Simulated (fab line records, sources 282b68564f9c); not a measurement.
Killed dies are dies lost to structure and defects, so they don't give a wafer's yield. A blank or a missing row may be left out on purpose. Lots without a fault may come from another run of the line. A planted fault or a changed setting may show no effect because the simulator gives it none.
fab line records | flow rit_cmos
record lots=5 wafers=15 last_day=7
route steps=202 shown NLDD@111 PLDD@114 M1@202
lots that met no fault: from a run of the same line without faults
start_h: hours from the record's first day to the start of the lot's first wafer shown | wait_h: hours since the lot's step before | " the same as in the row above | L1.1+2: a row that stands for several wafers | - no value, or no start given | * or withheld: withheld | < > ~ a bound
route shown NAME@n: a module of which the file shows steps, and the number in the route of the first | usual: mean/standard deviation of fault-free wafers | same: alike in all rows | chamber/n: place in a boat | sites: the reading at each site | _std_site: their standard deviation | _edge_site: outer sites' mean less inner sites' | radius_mm: how far each site lies from the wafer's centre | mask NAME#n: copy n | behind: the tool/chamber that last shaped the wafer | hold: why the lot was held/for how many hours/how that ended | device: the transistor (n, p or np) that didn't switch | end of line: the same wafers' tests at the end of the route | a step without rows: its recipe alone | killed: dies lost to structure and defects at the first sort, not the wafer's yield | map: a wafer's dies, x killed, . not, _ none there
set.NAME: the setting as run; set.NAME@STEP: as run at that earlier step | model.NAME: the simulator's own value behind a step, which no gauge read
lots at some steps of the route; a table a step, a row a wafer
services: from which hour (start_h, from the record's first day; less than 0 if before it) a tool's chamber was out of use, for how many hours, and why
## steps
# step RIT_NLDD_IMPLANT_08
# recipe species=P energy_kev=20 dose_cm2=4.891e+14 tilt_deg=7
# step RIT_NLDD_STRIP_09
# recipe chemistry=O2 time_s=180 resist=NOVOLAK platen_temp_c=withheld power_w=500 pressure_mtorr=4000 o2_flow_sccm=4000
# usual drypump_motor_current_A=5.7/0.56 o2_flow_sccm=3998/14
# same time_s=180
# columns lot.wafer tool chamber start_h wait_h drypump_motor_current_A o2_flow_sccm rf_hours_counter_h
L730.1 plasma_asher-02 1 74.31 0.1 5.9 4012 44
L730.2 " 0 " " 6.6 3994 44
L730.5 " 0 " " 6.7 3980 -
L733.1 plasma_asher-03 0 88.50 0.1 4.9 4011 42
L733.3 " 1 " " 6.2 4009 -
L733.5 " 0 " " 4.9 4017 -
L740.1 plasma_asher-03 1 122.76 0.1 6.2 4002 46
L740.3 " 1 " " 6.2 3990 -
L740.4 " 0 " " 4.9 3978 -
L744.1 plasma_asher-03 0 142.73 0.1 4.9 3996 48
L744.3 " 1 " " 6.2 3986 -
L744.4 " 0 " " 4.9 3989 -
L746.2 plasma_asher-04 1 153.22 0.1 5.3 3995 37
L746.3 " 1 " " 5.3 4009 -
L746.5 " 1 " " 5.3 4004 -
# step RIT_NLDD_TW_MEAS_10
# usual NLDD_TW=2463/14
# columns lot.wafer tool chamber start_h wait_h NLDD_TW
L730.1 film_metro-02 - 74.48 0.1 2449
L730.2 " - " " 2438
L730.5 " - " " 2461
L733.1 film_metro-02 - 88.67 0.1 2459
L733.3 " - " " 2454
L733.5 " - " " 2456
L740.1 film_metro-04 - 122.94 0.1 2471
L740.3 " - " " 2479
L740.4 " - " " 2496
L744.1 film_metro-04 - 142.91 0.1 2480
L744.3 " - " " 2480
L744.4 " - " " 2486
L746.2 film_metro-04 - 153.40 0.1 2487
L746.3 " - " " 2473
L746.5 " - " " 2477
# step RIT_PLDD_HMDS_00
# recipe prime_time_s=60 prime_temp_c=140
# step RIT_PLDD_COAT_01
# recipe resist=NOVOLAK spin_rpm=3250 resist_thk_nm=1000
# step RIT_PLDD_SOFTBAKE_02
# recipe resist=NOVOLAK temp_c=90 time_s=60
# step RIT_PLDD_EXPOSE_03
# recipe mask_id=M8 na=0.57 target_cd_nm=40900 dose_mj=250
# step RIT_PLDD_PEB_04
# recipe resist=NOVOLAK temp_c=withheld time_s=withheld
# step RIT_PLDD_DEVELOP_05
# recipe resist=NOVOLAK develop_time_s=50 dev_temp_c=23
# step RIT_PLDD_OVL_MEAS_06
# usual PLDD_OVL=0.4/1.5
# columns lot.wafer tool chamber start_h wait_h PLDD_OVL[nm]
L730.1 overlay-01 - 75.39 - 1.0
L730.2 " - " " 1.7
L730.5 " - " " 2.4
L733.1 overlay-01 - 89.71 - 1.1
L733.3 " - " " 0.2
L733.5 " - " " 1.1
L740.1 overlay-02 - 123.97 - -2.0
L740.3 " - " " -2.2
L740.4 " - " " 0.6
L744.1 overlay-01 - 143.82 - 2.2
L744.3 " - " " 3.0
L744.4 " - " " 0.9
L746.2 overlay-02 - 154.43 - 2.9
L746.3 " - " " 2.1
L746.5 " - " " 4.0
# step RIT_PLDD_HARDBAKE_07
# recipe resist=NOVOLAK temp_c=140 time_s=60
# step RIT_PLDD_IMPLANT_08
# recipe species=BF2 energy_kev=20 dose_cm2=9e+14 tilt_deg=7
# step RIT_PLDD_STRIP_09
# recipe chemistry=O2 time_s=180 resist=NOVOLAK platen_temp_c=withheld power_w=500 pressure_mtorr=4000 o2_flow_sccm=4000
# usual drypump_motor_current_A=6.1/0.47 o2_flow_sccm=3999/11
# same time_s=180
# columns lot.wafer tool chamber start_h wait_h drypump_motor_current_A o2_flow_sccm rf_hours_counter_h
L730.1 plasma_asher-02 1 75.73 0.1 5.9 4003 44
L730.2 " 0 " " 6.6 4004 44
L730.5 " 0 " " 6.6 4001 -
L733.1 plasma_asher-02 0 90.20 0.1 6.6 3991 46
L733.3 " 1 " " 5.9 3987 -
L733.5 " 1 " " 5.9 3998 -
L740.1 plasma_asher-02 0 124.31 0.1 6.7 4007 50
L740.3 " 1 " " 5.9 1988 -
L740.4 " 0 " " 6.7 4008 -
L744.1 plasma_asher-01 0 144.15 0.1 6.6 4014 3
L744.3 " 1 " " 5.9 3979 -
L744.4 " 0 " " 6.6 4003 -
L746.2 plasma_asher-04 1 154.76 0.1 5.3 4004 37
L746.3 " 0 " " 5.7 3993 -
L746.5 " 1 " " 5.3 3998 -
# step RIT_PLDD_TW_MEAS_10
# usual PLDD_TW=2331/14
# columns lot.wafer tool chamber start_h wait_h PLDD_TW
L730.1 film_metro-02 - 75.90 0.1 2313
L730.2 " - " " 2314
L730.5 " - " " 2316
L733.1 film_metro-04 - 90.37 0.1 2320
L733.3 " - " " 2327
L733.5 " - " " 2320
L740.1 film_metro-04 - 124.49 0.1 2352
L740.3 " - " " 2358
L740.4 " - " " 2357
L744.1 film_metro-04 - 144.33 0.1 2354
L744.3 " - " " 2347
L744.4 " - " " 2337
L746.2 film_metro-04 - 154.95 0.1 2337
L746.3 " - " " 2349
L746.5 " - " " 2341
# step RIT_M1_PROBE_99
# usual killed_at_contacts=0.2/0.38 killed_at_front_end=6.7/3 killed_dies=6.9/3 killed_open=3.5/1.9 killed_short=3.3/2
# same gross_dies=264 killed_at_M0_to_M3=0 killed_at_M4_up=0 killed_at_back_side=0 killed_at_other=0
# columns lot.wafer tool chamber start_h wait_h killed_at_contacts killed_at_front_end killed_dies killed_open killed_short
L730.1 prober-01 - 89.58 0.1 1 4 5 1 4
L730.2 prober-01 - 89.63 0.1 1 6 7 3 4
L730.5 prober-01 - 89.78 0.2 0 2 2 2 0
L733.1 prober-02 - 103.77 0.1 0 11 11 4 7
L733.3 prober-02 - 103.87 0.2 0 9 9 3 6
L733.5 prober-02 - 103.97 0.2 0 6 6 2 4
L740.1 prober-01 - 138.67 0.1 0 13 13 7 6
L740.3 prober-01 - 138.77 0.2 0 6 6 3 3
L740.4 prober-01 - 138.82 0.2 0 12 12 3 9
L744.1 prober-01 - 158.67 0.1 0 7 7 4 3
L744.3 prober-01 - 158.77 0.2 0 6 6 1 5
L744.4 prober-01 - 158.82 0.2 0 9 9 6 2
L746.2 prober-01 - 168.80 0.1 2 3 5 1 2
L746.3 prober-01 - 168.85 0.2 0 7 7 5 2
L746.5 prober-01 - 168.95 0.2 0 7 7 2 5
# killed by level:class
L730.1 GATE:geometric_particle:short=2 FOX1:geometric_particle:open=1 REOX:geometric_particle:short=1 CONTACT:geometric_particle:short=1
L730.2 GATE:geometric_particle:short=2 FOX1:geometric_particle:open=1 REOX:geometric_particle:short=1 SPACER:geometric_particle:open=1 SPACER:geometric_particle:short=1 CONTACT:geometric_particle:open=1
L730.5 FOX1:geometric_particle:open=1 GATE:geometric_particle:open=1
L733.1 GATE:geometric_particle:short=3 GATE:geometric_particle:open=3 SPACER:geometric_particle:short=3 FOX1:geometric_particle:open=1 REOX:geometric_particle:short=1
L733.3 GATE:geometric_particle:short=4 GATE:geometric_particle:open=2 FOX1:geometric_particle:short=1 SILICIDE:geometric_particle:short=1 SILICIDE:geometric_particle:open=1
L733.5 GATE:geometric_particle:short=2 SPACER:geometric_particle:short=2 FOX1:geometric_particle:open=1 GATE:geometric_particle:open=1
L740.1 GATE:geometric_particle:open=5 GATE:geometric_particle:short=5 FOX1:geometric_particle:open=1 FOX2:geometric_particle:open=1 REOX:geometric_particle:short=1
L740.3 GATE:geometric_particle:open=1 GATE:geometric_particle:short=1 REOX:geometric_particle:open=1 REOX:geometric_particle:short=1 SPACER:geometric_particle:open=1 SILICIDE:geometric_particle:short=1
L740.4 GATE:geometric_particle:short=3 GATE:geometric_particle:open=3 SPACER:geometric_particle:short=3 SILICIDE:geometric_particle:short=2 REOX:geometric_particle:short=1
L744.1 REOX:geometric_particle:short=2 ACTIVE:geometric_particle:short=1 FOX1:geometric_particle:open=1 FOX2:geometric_particle:open=1 GATE:geometric_particle:open=1 REOX:geometric_particle:open=1
L744.3 GATE:geometric_particle:short=2 REOX:geometric_particle:short=2 FOX1:geometric_particle:open=1 SPACER:geometric_particle:short=1
L744.4 SPACER:geometric_particle:open=2 FOX1:geometric_particle:open=1 GATE:geometric_particle:open=1 GATE:geometric_particle:short=1 REOX:geometric_particle:short=1 REOX:geometric_particle:open=1 SILICIDE:geometric_particle:open=1 GATE:area_develop=1
L746.2 CONTACT:coat_microbubble_printed=2 FOX1:geometric_particle:short=1 GATE:geometric_particle:open=1 REOX:geometric_particle:short=1
L746.3 GATE:geometric_particle:open=2 FOX2:geometric_particle:open=1 FOX2:geometric_particle:short=1 REOX:geometric_particle:open=1 SPACER:geometric_particle:short=1 SILICIDE:geometric_particle:open=1
L746.5 GATE:geometric_particle:short=2 FOX2:geometric_particle:short=1 SPACER:geometric_particle:open=1 SPACER:geometric_particle:short=1 SILICIDE:geometric_particle:short=1 SILICIDE:geometric_particle:open=1
## services
# columns tool chamber start_h hours kind
plasma_asher-04 - 56.96 2.5 repair
plasma_asher-01 - 108.75 9.0 pm
plasma_asher-01 0 108.75 9.0 vent_cycle
plasma_asher-01 1 108.75 9.0 vent_cycle
plasma_asher-01 0 117.75 - clean
plasma_asher-01 1 117.75 - clean
## key
first_sign step=RIT_PLDD_STRIP_09 reading=o2_flow_sccm direction=down sigmas=99+ usual=3999 struck=1988
effect none on later readings
met_at RIT_PLDD_STRIP_09
struck_wafers L740.3
tester_left_out L740
onset_between 90.20 124.31
fault kind=process_parameter_drift tool=plasma_asher-02 chamber=1 onset_h=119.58 steps=RIT_PLDD_STRIP_09 channel=o2_flow_sccm offset=-2000 shape=step end_h=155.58 acts_in=these_recipes_only stated=4000
# tester_left_out: of these lots the tester's yield and bins aren't shown, on N5 and GAA mostly nor the transistor test; their killed dies are dies lost to structure and defects alone, not to doping, threshold or leakage, so they don't give the yield
